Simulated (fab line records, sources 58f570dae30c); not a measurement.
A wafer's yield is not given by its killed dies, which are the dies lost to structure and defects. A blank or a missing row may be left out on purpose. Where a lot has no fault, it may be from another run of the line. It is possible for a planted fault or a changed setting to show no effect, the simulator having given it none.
fab line records | flow berkeleyCmos170
record: lots: 14 wafers: 42 lastDay: 11
route steps=331 shown V2@294
lots that met no fault: taken from a fault-free run of the same line
startH: hours from the record's opening day to when the first of the lot's shown wafers began | waitH: hours elapsed since this lot's preceding step | " identical to the entry in the row above | L1.1+2: several wafers, shown together as one row | - no value, or no start was given | * or withheld: withheld | < > ~ a bound
route shown NAME@n: a module of which the file shows steps, and the number in the route of the first | usual: the fault-free wafers' mean and standard deviation | same: alike in all rows | chamber/n: place in a boat | sites: readings site by site | _std_site: their standard deviation | _edge_site: outer sites' mean less inner sites' | radiusMm: for every site, how far away it sits from the centre of the wafer | mask NAME#n: copy n | behind: the last tool/chamber to shape the wafer | hold: why the lot was held/for how many hours/how that ended | device: the transistor (n, p or np) that didn't switch | end of line: the same wafers' tests at the end of the route | a step given without rows: its recipe and nothing more | killed: dies lost to structure and defects at the first sort, not the wafer's yield | map: shows each die of a wafer: x if killed, . if not, _ if none is there
set.NAME: the setting that was run; set.NAME@STEP: the one run at that earlier step | model.NAME: the simulator's own value behind a step, which no gauge read
one table for each step of the route and one row for each wafer, over a sample of lots
services: the hour from which a tool's chamber was out of use, counted from the record's first day as startH (under 0 if before that day), plus the number of hours and why
== steps ==
step: UCB170_V2_CMP_02
recipe: material: SiO2 downForcePsi: 6 platenRpm: 60 padVelocityMS: 0.75398
usual: edgeZonePressureFrac: 1.000/0.0042 motorCurrentA: 17.3/1.7
columns lot.wafer tool chamber startH waitH edgeZonePressureFrac motorCurrentA
L279.1 cmp-02 1 170.39 0.1 0.997 17.0
L279.3 " 3 " " 1.004 19.6
L279.6 " 1 " " 0.998 18.0
L282.1 cmp-02 0 171.08 0.2 0.991 18.3
L282.2 " 1 " " 0.997 18.1
L282.3 " 3 " " 0.994 18.4
L286.3 cmp-02 1 195.87 0.1 0.995 18.0
L286.4 " 2 " " 0.996 17.3
L286.2 " 3 " " 1.004 18.9
L283.2 cmp-01 1 196.57 0.2 1.000 16.6
L283.6 " 2 " " 0.995 14.4
L283.5 " 3 " " 1.002 14.2
L285.2 cmp-02 0 196.59 0.1 1.002 19.3
L285.4 " 1 " " 0.999 18.6
L285.6 " 0 " " 0.997 18.1
L288.4 cmp-02 2 219.96 0.0 0.999 16.5
L288.3 " 0 " " 1.000 18.6
L288.2 " 1 " " 0.999 18.2
L287.3 cmp-02 3 220.26 0.1 1.003 18.8
L287.1 " 1 " " 0.989 17.9
L287.4 " 2 " " 0.994 16.9
L290.4 cmp-01 0 239.30 0.4 1.001 17.0
L290.6 " 1 " " 1.000 16.2
L290.5 " 2 " " 0.998 13.9
L293.3 cmp-02 3 239.32 0.1 1.004 18.1
L293.4 " 1 " " 1.003 18.0
L293.6 " 2 " " 1.004 17.1
L291.2 cmp-01 2 239.85 0.0 1.006 14.2
L291.3 " 3 " " 0.993 15.1
L291.4 " 0 " " 0.994 16.5
L296.4 cmp-01 1 253.30 0.1 0.999 14.9
L296.1 " 2 " " 1.005 14.7
L296.5 " 0 " " 1.001 17.7
L299.4 cmp-01 0 267.48 0.0 0.999 16.5
L299.2 " 1 " " 1.001 16.3
L299.5 " 1 " " 0.994 16.4
L301.4 cmp-02 2 268.38 0.0 0.998 15.8
L301.1 " 3 " " 0.998 19.6
L301.2 " 1 " " 0.997 18.6
L300.3 cmp-01 0 268.57 0.1 1.006 16.4
L300.6 " 3 " " 0.997 15.9
L300.5 " 0 " " 1.006 15.8
step: UCB170_V2_THK_MEAS_04
recipe: reads: SiO2_of_V2_CVD_00
usual: V2_POLISHED_THK: 1000.2/1.1
columns lot.wafer tool chamber startH waitH V2_POLISHED_THK[nm]
L279.1 filmMetro-01 - 170.76 0.1 998.7
L279.3 " - " " 999.2
L279.6 " - " " 999.8
L282.1 filmMetro-01 - 171.50 0.1 999.9
L282.2 " - " " 999.7
L282.3 " - " " 1000.0
L286.2 filmMetro-03 - 196.25 0.1 999.8
L286.3 " - " " 1000.5
L286.4 " - " " 999.6
L283.2 filmMetro-02 - 196.85 0.1 1001.9
L283.5 " - " " 1000.7
L283.6 " - " " 1000.0
L285.2 filmMetro-01 - 196.97 0.1 999.1
L285.4 " - " " 1000.9
L285.6 " - " " 998.6
L288.2 filmMetro-01 - 220.39 0.1 1001.6
L288.3 " - " " 999.7
L288.4 " - " " 999.5
L287.1 filmMetro-02 - 220.68 0.1 999.5
L287.3 " - " " 1000.0
L287.4 " - " " 1000.0
L290.4 filmMetro-01 - 239.60 0.1 1001.8
L290.5 " - " " 1000.8
L290.6 " - " " 1000.0
L293.3 filmMetro-03 - 239.71 0.1 1001.0
L293.4 " - " " 1001.4
L293.6 " - " " 1001.0
L291.2 filmMetro-03 - 240.28 0.1 999.2
L291.3 " - " " 1001.4
L291.4 " - " " 1000.0
L296.1 filmMetro-03 - 253.62 0.1 1000.0
L296.4 " - " " 1001.0
L296.5 " - " " 1001.0
L299.2 filmMetro-01 - 268.25 0.1 1350.1
L299.4 " - " " 1348.5
L299.5 " - " " 1352.4
L301.1 filmMetro-01 - 268.80 0.1 1000.2
L301.2 " - " " 1000.5
L301.4 " - " " 1001.5
L300.3 filmMetro-03 - 268.96 0.1 1341.8
L300.5 " - " " 1359.8
L300.6 " - " " 1347.3
step: UCB170_V2_ETCH_14
recipe: chemistry: CHF3/CF4/Ar target: SiO2 stopOn: Al CHF3_flow_sccm: 45 cf4FlowSccm: 15 Ar_flow_sccm: 150 pressureMtorr: 200 rfW: 700 targetDepthA: 12500 overEtchFrac: 0.25 timeS: 291
usual: drypumpMotorCurrentA: 5.7/0.43 oesProductAu: 0.877/0.013 throttleValvePct: 6.87/0.092
columns lot.wafer tool chamber startH waitH drypumpMotorCurrentA oesProductAu rfHoursCounterH throttleValvePct
L279.1 rieDiel-04 1 172.23 0.0 6.7 0.873 85 6.71
L279.3 " 3 " " 6.1 0.886 28 6.96
L279.6 " 3 " " 6.1 0.886 - 6.95
L282.1 rieDiel-03 2 173.03 0.0 5.4 0.892 0 6.86
L282.2 " 1 " " 5.6 0.891 118 6.85
L282.3 " 3 " " 5.8 0.866 41 6.71
L286.2 rieDiel-01 1 197.70 0.0 5.9 0.886 137 6.97
L286.3 " 0 " " 5.8 0.884 79 6.87
L286.4 " 2 " " 5.1 0.876 21 6.88
L283.2 rieDiel-04 2 198.08 0.0 5.5 0.903 111 6.82
L283.5 " 1 " " 6.7 0.873 - 6.71
L283.6 " 0 " " 5.4 0.862 - 7.07
L285.2 rieDiel-01 3 198.33 0.0 5.5 0.858 80 6.87
L285.4 " 0 " " 5.8 0.872 79 6.87
L285.6 " 2 " " 5.1 0.886 - 6.87
L288.2 rieDiel-03 3 223.05 0.0 5.8 0.863 43 6.70
L288.3 " 2 " " 5.4 0.889 2 6.83
L288.4 " 1 " " 5.6 0.882 120 6.85
L287.1 rieDiel-01 1 223.09 0.0 5.9 0.882 138 6.96
L287.3 " 3 " " 5.5 0.862 80 6.85
L287.4 " 2 " " 5.1 0.880 22 6.87
L290.4 rieDiel-01 0 241.66 0.0 5.8 0.886 81 6.88
L290.5 " 3 " " 5.5 0.857 - 6.86
L290.6 " 2 " " 5.2 0.874 - 6.87
L293.3 rieDiel-03 3 241.79 0.0 5.8 0.857 44 6.71
L293.4 " 2 " " 5.4 0.899 3 6.84
L293.6 " 2 " " 5.4 0.893 - 6.84
L291.2 rieDiel-01 1 242.34 0.0 5.8 0.876 140 6.97
L291.3 " 2 " " 5.2 0.882 23 6.86
L291.4 " 0 " " 5.8 0.880 81 6.87
L296.1 rieDiel-03 0 256.47 0.0 6.7 0.884 14 6.77
L296.4 " 2 " " 5.4 0.895 4 6.83
L296.5 " 3 " " 5.8 0.870 - 6.72
L299.2 rieDiel-03 3 269.60 0.0 5.8 0.977 46 6.73
L299.4 " 1 " " 5.6 1.013 123 6.85
L299.5 " 2 " " 5.4 1.021 - 6.84
L301.1 rieDiel-04 1 270.03 0.0 6.7 0.863 90 6.72
L301.2 " 3 " " 6.1 0.888 33 6.93
L301.4 " 0 " " 5.4 0.860 10 7.07
L300.3 rieDiel-01 3 270.73 0.0 5.5 0.969 84 6.87
L300.5 " 1 " " 5.9 1.014 - 6.96
L300.6 " 2 " " 5.1 0.999 - 6.89
== services ==
columns tool chamber startH hours kind
cmp-02 - 147.82 0.3 repair
rieDiel-01 1 165.89 28.0 repair
cmp-01 - 168.88 4.1 repair
rieDiel-01 2 170.03 6.0 repair
rieDiel-03 2 175.28 2.8 repair
cmp-02 - 186.07 1.2 repair
cmp-01 - 193.51 1.3 repair
rieDiel-04 1 208.35 6.0 repair
rieDiel-01 - 219.17 0.7 repair
rieDiel-03 1 227.52 4.4 repair
cmp-02 - 232.00 4.0 pm
cmp-02 - 236.00 - consumableReplace:conditioner
cmp-02 - 236.00 - consumableReplace:pad
rieDiel-01 1 242.52 - clean
rieDiel-01 1 242.52 21.4 scheduledDown
rieDiel-01 1 242.52 21.4 ventCycle
rieDiel-01 - 242.91 1.5 repair
cmp-01 - 245.05 1.7 repair
cmp-01 - 246.10 0.7 repair
rieDiel-04 0 247.06 3.9 repair
rieDiel-04 - 249.57 0.7 repair
== key ==
firstSign: step: UCB170_V2_THK_MEAS_04 reading: V2_POLISHED_THK direction: up sigmas: 99+ usual: 1000.2 struck: 1350.0
effect: step: UCB170_V2_ETCH_14 reading: oesProductAu direction: up sigmas: 9.3 usual: 0.877 struck: 0.999
metAt UCB170_V2_CMP_02
struckLots L299,L300
laterRowsLeftOut L299.2,L299.4,L299.5,L300.3,L300.5,L300.6
sortLeftOut L299.2,L299.4,L299.5,L300.3,L300.5,L300.6
onsetBetween 253.30 267.48
fault: kind: processParameterDrift tool: cmp-01 chamber: - onsetH: 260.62 steps: UCB170_V2_CMP_02 channel: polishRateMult offset: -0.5 shape: step endH: 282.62
sortLeftOut: the simulated sort isn't trusted on such a fault, so these wafers' sort isn't shown, and their yield isn't known
laterRowsLeftOut: the simulator's readings of these wafers behind a module that went badly wrong aren't trusted and aren't shown, but for the sort
